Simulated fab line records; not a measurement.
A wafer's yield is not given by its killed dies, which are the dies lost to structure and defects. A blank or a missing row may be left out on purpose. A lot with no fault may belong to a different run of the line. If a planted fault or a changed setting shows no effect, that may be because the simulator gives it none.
Chamber matching :: flow rit cmos :: RIT_GATE_ETCH_19 on rie si-01: 4 sister chambers
The step etches poly-Si in SF6/CHF3/O2, stops on SiO2, time 165 s, target depth 312.5 nm. 18 wafers are shown with their chamber, then 9 later ones without.

== WAFERS PAIRED WITH THEIR CHAMBERS ==
wafer: L450.3
chamber: 0
drypump motor current A (A): 6.3
throttle valve pct (%): 10.44
he backside leak sccm (sccm): 3.02

wafer: L450.4
chamber: 2
drypump motor current A (A): 5.2
throttle valve pct (%): 10.05
he backside leak sccm (sccm): 2.82

wafer: L450.6
chamber: 2
drypump motor current A (A): 5.2
throttle valve pct (%): 10.05
he backside leak sccm (sccm): 2.83

wafer: L452.3
chamber: 2
drypump motor current A (A): 5.2
throttle valve pct (%): 10.04
he backside leak sccm (sccm): 3.09

wafer: L452.5
chamber: 1
drypump motor current A (A): 5.5
throttle valve pct (%): 10.20
he backside leak sccm (sccm): 3.08

wafer: L452.6
chamber: 0
drypump motor current A (A): 6.3
throttle valve pct (%): 10.44
he backside leak sccm (sccm): 2.96

wafer: L454.2
chamber: 0
drypump motor current A (A): 6.3
throttle valve pct (%): 10.43
he backside leak sccm (sccm): 3.06

wafer: L454.3
chamber: 3
drypump motor current A (A): 6.0
throttle valve pct (%): 10.21
he backside leak sccm (sccm): 2.69

wafer: L454.4
chamber: 1
drypump motor current A (A): 5.5
throttle valve pct (%): 10.20
he backside leak sccm (sccm): 2.95

wafer: L456.2
chamber: 0
drypump motor current A (A): 6.3
throttle valve pct (%): 10.44
he backside leak sccm (sccm): 2.87

wafer: L456.4
chamber: 3
drypump motor current A (A): 5.9
throttle valve pct (%): 10.23
he backside leak sccm (sccm): 2.68

wafer: L456.6
chamber: 3
drypump motor current A (A): 6.0
throttle valve pct (%): 10.22
he backside leak sccm (sccm): 2.68

wafer: L458.1
chamber: 2
drypump motor current A (A): 5.2
throttle valve pct (%): 10.05
he backside leak sccm (sccm): 2.78

wafer: L458.2
chamber: 0
drypump motor current A (A): 6.3
throttle valve pct (%): 10.45
he backside leak sccm (sccm): 2.97

wafer: L458.5
chamber: 1
drypump motor current A (A): 5.5
throttle valve pct (%): 10.21
he backside leak sccm (sccm): 2.86

wafer: L460.2
chamber: 3
drypump motor current A (A): 6.0
throttle valve pct (%): 10.21
he backside leak sccm (sccm): 2.63

wafer: L460.5
chamber: 1
drypump motor current A (A): 5.5
throttle valve pct (%): 10.21
he backside leak sccm (sccm): 2.84

wafer: L460.6
chamber: 0
drypump motor current A (A): 6.3
throttle valve pct (%): 10.43
he backside leak sccm (sccm): 2.97

SIGNATURES (averages over the wafers above)
reading: drypump motor current A
chamber 0: 6.300
chamber 1: 5.500
chamber 2: 5.200
chamber 3: 5.975
scatter within a chamber: 0.0231

reading: throttle valve pct
chamber 0: 10.4383
chamber 1: 10.2050
chamber 2: 10.0475
chamber 3: 10.2175
scatter within a chamber: 0.00724

reading: he backside leak sccm
chamber 0: 2.9750
chamber 1: 2.9325
chamber 2: 2.8800
chamber 3: 2.6700
scatter within a chamber: 0.0921
Rule: for a wafer and a chamber, the distance is found by dividing, reading by reading, the gap between the wafer's reading and the chamber's mean by the reading's scatter, squaring, summing and taking the root. The wafer belongs to the nearest chamber; if the next one is less than 2 further off, it can't be placed. The scatter: the root of (the sum of the squares of (reading less its chamber's mean) over the shown wafers, divided by (wafers less chambers)).

== WAFERS WITH NO CHAMBER GIVEN ==
wafer: L468.1
drypump motor current A (A): 5.9
throttle valve pct (%): 10.21
he backside leak sccm (sccm): 2.71

wafer: L468.4
drypump motor current A (A): 6.3
throttle valve pct (%): 10.42
he backside leak sccm (sccm): 2.96

wafer: L468.5
drypump motor current A (A): 5.9
throttle valve pct (%): 10.21
he backside leak sccm (sccm): 2.80

wafer: L470.1
drypump motor current A (A): 5.2
throttle valve pct (%): 10.07
he backside leak sccm (sccm): 2.74

wafer: L470.2
drypump motor current A (A): 5.5
throttle valve pct (%): 10.20
he backside leak sccm (sccm): 2.78

wafer: L470.5
drypump motor current A (A): 6.3
throttle valve pct (%): 10.44
he backside leak sccm (sccm): 2.99

wafer: L472.2
drypump motor current A (A): 5.3
throttle valve pct (%): 10.07
he backside leak sccm (sccm): 2.72

wafer: L472.5
drypump motor current A (A): 5.2
throttle valve pct (%): 10.06
he backside leak sccm (sccm): 2.80

wafer: L472.6
drypump motor current A (A): 5.9
throttle valve pct (%): 10.21
he backside leak sccm (sccm): 2.80

== THE CHAMBER EACH PASSED THROUGH ==
wafer: L468.1
from the rows above: 3
in truth: 3

wafer: L468.4
from the rows above: 0
in truth: 0

wafer: L468.5
from the rows above: 3
in truth: 3

wafer: L470.1
from the rows above: 2
in truth: 2

wafer: L470.2
from the rows above: 1
in truth: 1

wafer: L470.5
from the rows above: 0
in truth: 0

wafer: L472.2
from the rows above: 2
in truth: 2

wafer: L472.5
from the rows above: 2
in truth: 2

wafer: L472.6
from the rows above: 3
in truth: 3
Correct placement for 9 of the 9. Not placeable from these rows: 0. Wrongly placed: 0.
